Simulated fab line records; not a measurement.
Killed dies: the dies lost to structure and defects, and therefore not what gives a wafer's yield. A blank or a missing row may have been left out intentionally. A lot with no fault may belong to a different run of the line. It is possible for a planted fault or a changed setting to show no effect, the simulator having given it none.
8D (eight disciplines) problem report, filled in by code / flow berkeley_cmos170 / the parts of the form that need people (team, actions taken, sign-off) are left out

== 1. PROBLEM STATEMENT ==
Wafers without a fault read 19.999 with a standard deviation of 0.022, while exposure_dose_mJ_cm2 at UCB170_ACTIVE_EXPOSE_10 averages 19.867 across 2 wafers of 1 lot. That is -6.0 standard deviations from the usual mean.
The step: exposes mask ACTIVE, target cd 1200 nm.
Seen first at day 8 00:00 on krf_scanner-02, wafer L650.4. At this step, 38 wafers from 13 lots have a number in the record. Rule for "out", or "out of limits": more than 4 standard deviations from the usual mean. All remaining wafers that have a number are taken as sound.

== 2. WHAT IT IS, AND WHAT IT ISN'T ==
question=which readings at this step | is=exposure_dose_mJ_cm2 | is not=reticle_temp_C
question=which lots | is=L650 | is not=L637, L638, L639, L640, L642, L644, L654, L655, L656, L658, L659, L660
question=which wafers of those lots | is=all that have a number | is not=-
question=read on which tools | is=krf_scanner-02 | is not=krf_scanner-01
question=when | is=from day 8 00:00 | is not=up to then (18 sound wafers); but 18 sound wafers of L654, L655, L656, L658, L659, L660 came after

== 3. WHAT RULES OUT EACH SUSPECT ==
Counting: a tool stays on the suspect list if, at a process step up to the reading, it processed all lots that are out and no sound lot following the first of them.
- krf_scanner-02 at UCB170_ACTIVE_EXPOSE_10 (exposes mask ACTIVE, target cd 1200 nm): ruled out as a lasting fault. Sound lots L660 ran on it after its first lot that is out, L650 (day 8 00:00).
Left after counting: nothing in the record.

== 4. THE CAUSE (what the simulator had put in) ==
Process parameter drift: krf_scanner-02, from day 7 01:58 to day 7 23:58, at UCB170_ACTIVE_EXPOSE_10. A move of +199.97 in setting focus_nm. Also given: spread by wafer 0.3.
Counting ruled it out, wrongly.

== 5. THE CHAIN OF EFFECTS, in route order ==
One row per reading whose mean, taken over the struck wafers that have a number, lies over 3 standard deviations from the usual. Only readings for which the record gives a usual standard deviation are gone through. hours: the time from each lot's start at the first step in this table that gives one to its start at this step, as a median over the lots. sigmas: the change in usual standard deviations.
hours=0; step=UCB170_ACTIVE_EXPOSE_10; reading=exposure_dose_mJ_cm2; usual=19.999; on struck wafers=19.867; change=-0.131; sigmas=-6.0
It contains these process steps:
- UCB170_ACTIVE_EXPOSE_10: exposes mask ACTIVE, target cd 1200 nm.

== 6. HOW IT WOULD HAVE BEEN CAUGHT EARLIER ==
22 hours passed between the start of the fault at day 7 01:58 and the first reading out of limits in this record, taken at day 8 00:00.
